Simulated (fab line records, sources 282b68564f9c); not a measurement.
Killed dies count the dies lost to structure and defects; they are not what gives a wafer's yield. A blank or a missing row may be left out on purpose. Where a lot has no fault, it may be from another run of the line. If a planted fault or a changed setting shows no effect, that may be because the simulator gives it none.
Which tool was responsible? / flow rit_cmos / Sampling: 14 lots, 42 wafers, 3 of 202 route steps

## WHAT THE GAUGES READ, wafer by wafer
RIT_PLDD_OVL_MEAS_06.
lot=L790; measured=day 2 21:43; on=overlay-01; PLDD_OVL (nm)=1.9 0.6 0.1
lot=L791; measured=day 3 01:52; on=overlay-01; PLDD_OVL (nm)=-1.3 -0.8 -0.7
lot=L794; measured=day 3 20:56; on=overlay-01; PLDD_OVL (nm)=-0.2 0.1 0.0
lot=L795; measured=day 3 22:43; on=overlay-01; PLDD_OVL (nm)=-0.1 -1.3 -2.4
lot=L796; measured=day 4 06:06; on=overlay-01; PLDD_OVL (nm)=-2.3 -1.4 -1.9
lot=L798; measured=day 4 13:44; on=overlay-01; PLDD_OVL (nm)=-1.6 -0.6 -2.1
lot=L802; measured=day 5 10:40; on=overlay-02; PLDD_OVL (nm)=1.8 0.7 1.5
lot=L804; measured=day 5 18:44; on=overlay-01; PLDD_OVL (nm)=-1.1 -0.5 -2.0
lot=L805; measured=day 5 22:54; on=overlay-01; PLDD_OVL (nm)=1.1 2.3 0.4
lot=L806; measured=day 6 05:34; on=overlay-01; PLDD_OVL (nm)=2.2 3.7 2.2
lot=L807; measured=day 6 09:20; on=overlay-01; PLDD_OVL (nm)=1.8 0.6 1.1
lot=L808; measured=day 6 20:28; on=overlay-01; PLDD_OVL (nm)=-2.2 -0.9 -1.5
lot=L809; measured=day 7 01:54; on=overlay-01; PLDD_OVL (nm)=-0.3 -1.8 -1.6
lot=L812; measured=day 7 15:41; on=overlay-01; PLDD_OVL (nm)=1.3 -1.0 -0.4

## WHICH TOOL RAN EACH LOT (tool, then ch and the chambers of the sampled wafers, then the start)
lot=L790; RIT_ACTIVE_ETCH_13=rie_diel-02 ch 1,2,3, day 1 14:43; RIT_PWELL_EXPOSE_03=iline_stepper-02 ch 0, day 1 23:52
lot=L791; RIT_ACTIVE_ETCH_13=rie_diel-02 ch 0,3, day 1 20:42; RIT_PWELL_EXPOSE_03=iline_stepper-02 ch 0, day 2 03:52
lot=L794; RIT_ACTIVE_ETCH_13=rie_diel-03 ch 1,2,3, day 2 14:08; RIT_PWELL_EXPOSE_03=iline_stepper-01, day 2 23:08
lot=L795; RIT_ACTIVE_ETCH_13=rie_diel-04 ch 0,2,3, day 2 16:10; RIT_PWELL_EXPOSE_03=iline_stepper-01, day 3 01:19
lot=L796; RIT_ACTIVE_ETCH_13=rie_diel-02 ch 1,2,3, day 2 21:31; RIT_PWELL_EXPOSE_03=iline_stepper-02 ch 0, day 3 04:53
lot=L798; RIT_ACTIVE_ETCH_13=rie_diel-03 ch 0,1, day 3 06:52; RIT_PWELL_EXPOSE_03=iline_stepper-01 ch 0, day 3 15:46
lot=L802; RIT_ACTIVE_ETCH_13=rie_diel-03 ch 0,1,2, day 4 04:04; RIT_PWELL_EXPOSE_03=iline_stepper-01 ch 0, day 4 12:01
lot=L804; RIT_ACTIVE_ETCH_13=rie_diel-03 ch 2,3, day 4 13:44; RIT_PWELL_EXPOSE_03=iline_stepper-01 ch 0, day 4 21:51
lot=L805; RIT_ACTIVE_ETCH_13=rie_diel-03 ch 0,1,3, day 4 18:32; RIT_PWELL_EXPOSE_03=iline_stepper-01 ch 0, day 5 01:23
lot=L806; RIT_ACTIVE_ETCH_13=rie_diel-03 ch 0,2,3, day 4 23:15; RIT_PWELL_EXPOSE_03=iline_stepper-01 ch 0, day 5 08:32
lot=L807; RIT_ACTIVE_ETCH_13=rie_diel-04 ch 0,1, day 5 05:29; RIT_PWELL_EXPOSE_03=iline_stepper-02 ch 0, day 5 12:45
lot=L808; RIT_ACTIVE_ETCH_13=rie_diel-03 ch 2,3, day 5 09:18; RIT_PWELL_EXPOSE_03=iline_stepper-02 ch 0, day 5 17:08
lot=L809; RIT_ACTIVE_ETCH_13=rie_diel-03 ch 2,3, day 5 13:47; RIT_PWELL_EXPOSE_03=iline_stepper-01 ch 0, day 5 22:16
lot=L812; RIT_ACTIVE_ETCH_13=rie_diel-04 ch 0,1, day 6 04:53; RIT_PWELL_EXPOSE_03=iline_stepper-02 ch 0, day 6 15:01
- RIT_ACTIVE_ETCH_13: etches Si3N4 in SF6, stops on SiO2, time 210 s, target depth 210 nm.
- RIT_PWELL_EXPOSE_03: exposes mask M3, target cd 43700 nm.

## WHAT THE TOOLS THEMSELVES READ (means of the sampled wafers that have a number; where no wafer has one, the mark that the record gives instead)
RIT_ACTIVE_ETCH_13.
lot=L790; tool=rie_diel-02; drypump_motor_current_A (A)=5.4; oes_product_au (a.u.)=0.828; throttle_valve_pct (%)=7.55
lot=L791; tool=rie_diel-02; drypump_motor_current_A (A)=5.5; oes_product_au (a.u.)=0.801; throttle_valve_pct (%)=7.41
lot=L794; tool=rie_diel-03; drypump_motor_current_A (A)=5.5; oes_product_au (a.u.)=0.832; throttle_valve_pct (%)=7.53
lot=L795; tool=rie_diel-04; drypump_motor_current_A (A)=5.6; oes_product_au (a.u.)=0.804; throttle_valve_pct (%)=7.56
lot=L796; tool=rie_diel-02; drypump_motor_current_A (A)=5.3; oes_product_au (a.u.)=0.821; throttle_valve_pct (%)=7.55
lot=L798; tool=rie_diel-03; drypump_motor_current_A (A)=5.5; oes_product_au (a.u.)=0.828; throttle_valve_pct (%)=7.60
lot=L802; tool=rie_diel-03; drypump_motor_current_A (A)=5.6; oes_product_au (a.u.)=0.826; throttle_valve_pct (%)=7.56
lot=L804; tool=rie_diel-03; drypump_motor_current_A (A)=5.4; oes_product_au (a.u.)=0.830; throttle_valve_pct (%)=7.50
lot=L805; tool=rie_diel-03; drypump_motor_current_A (A)=5.5; oes_product_au (a.u.)=0.818; throttle_valve_pct (%)=7.57
lot=L806; tool=rie_diel-03; drypump_motor_current_A (A)=5.5; oes_product_au (a.u.)=0.815; throttle_valve_pct (%)=7.53
lot=L807; tool=rie_diel-04; drypump_motor_current_A (A)=5.8; oes_product_au (a.u.)=0.816; throttle_valve_pct (%)=7.45
lot=L808; tool=rie_diel-03; drypump_motor_current_A (A)=5.4; oes_product_au (a.u.)=0.821; throttle_valve_pct (%)=7.49
lot=L809; tool=rie_diel-03; drypump_motor_current_A (A)=5.5; oes_product_au (a.u.)=0.820; throttle_valve_pct (%)=7.49
lot=L812; tool=rie_diel-04; drypump_motor_current_A (A)=5.8; oes_product_au (a.u.)=0.811; throttle_valve_pct (%)=7.42

RIT_PWELL_EXPOSE_03.
lot=L790; tool=iline_stepper-02; exposure_dose_mJ_cm2=250.20; focus_offset_nm (nm)=-0.2
lot=L791; tool=iline_stepper-02; exposure_dose_mJ_cm2=250.12; focus_offset_nm (nm)=-0.5
lot=L794; tool=iline_stepper-01; exposure_dose_mJ_cm2=-; focus_offset_nm (nm)=-
lot=L795; tool=iline_stepper-01; exposure_dose_mJ_cm2=-; focus_offset_nm (nm)=-
lot=L796; tool=iline_stepper-02; exposure_dose_mJ_cm2=249.79; focus_offset_nm (nm)=0.6
lot=L798; tool=iline_stepper-01; exposure_dose_mJ_cm2=250.34; focus_offset_nm (nm)=0.3
lot=L802; tool=iline_stepper-01; exposure_dose_mJ_cm2=250.27; focus_offset_nm (nm)=0.4
lot=L804; tool=iline_stepper-01; exposure_dose_mJ_cm2=249.94; focus_offset_nm (nm)=-0.6
lot=L805; tool=iline_stepper-01; exposure_dose_mJ_cm2=249.89; focus_offset_nm (nm)=-0.6
lot=L806; tool=iline_stepper-01; exposure_dose_mJ_cm2=250.09; focus_offset_nm (nm)=-0.5
lot=L807; tool=iline_stepper-02; exposure_dose_mJ_cm2=249.73; focus_offset_nm (nm)=0.3
lot=L808; tool=iline_stepper-02; exposure_dose_mJ_cm2=249.96; focus_offset_nm (nm)=-0.1
lot=L809; tool=iline_stepper-01; exposure_dose_mJ_cm2=250.07; focus_offset_nm (nm)=0.6
lot=L812; tool=iline_stepper-02; exposure_dose_mJ_cm2=249.77; focus_offset_nm (nm)=0.1

## THE ANSWER, worked out from the rows above alone
Rule: the usual values come from the lots themselves. Put in order of their means at a reading, lots are off if they are a third of the lots or fewer, leave a main group of 4 or more, and stand apart from it by a gap of 3 or more times the standard deviation of the main group's means; of several such gaps the widest counts. A main group whose means are all the same, to the digits that the tables above print for the reading, isn't used. Also off: a lot with no number at a reading for which 4 or more lots have one. The other lots that the step has rows for count as sound. Order of review: gauges by route order, followed by the tools' own readings, for which a lot's mean as printed above is used. At the first step where some lot is off, the reading lying furthest off is the one used; lots without a number count as furthest.
Off: L794, L795 (RIT_PWELL_EXPOSE_03, exposure_dose_mJ_cm2). Without a number there: L794, L795. Main group: mean 250.01, sd 0.19.
If a tool, at that step or one of the process steps before it, ran each lot that is off and ran no sound lot following the first of them, it fits. Of those tried, none fits.

## WHAT WAS PUT IN BY THE SIMULATOR
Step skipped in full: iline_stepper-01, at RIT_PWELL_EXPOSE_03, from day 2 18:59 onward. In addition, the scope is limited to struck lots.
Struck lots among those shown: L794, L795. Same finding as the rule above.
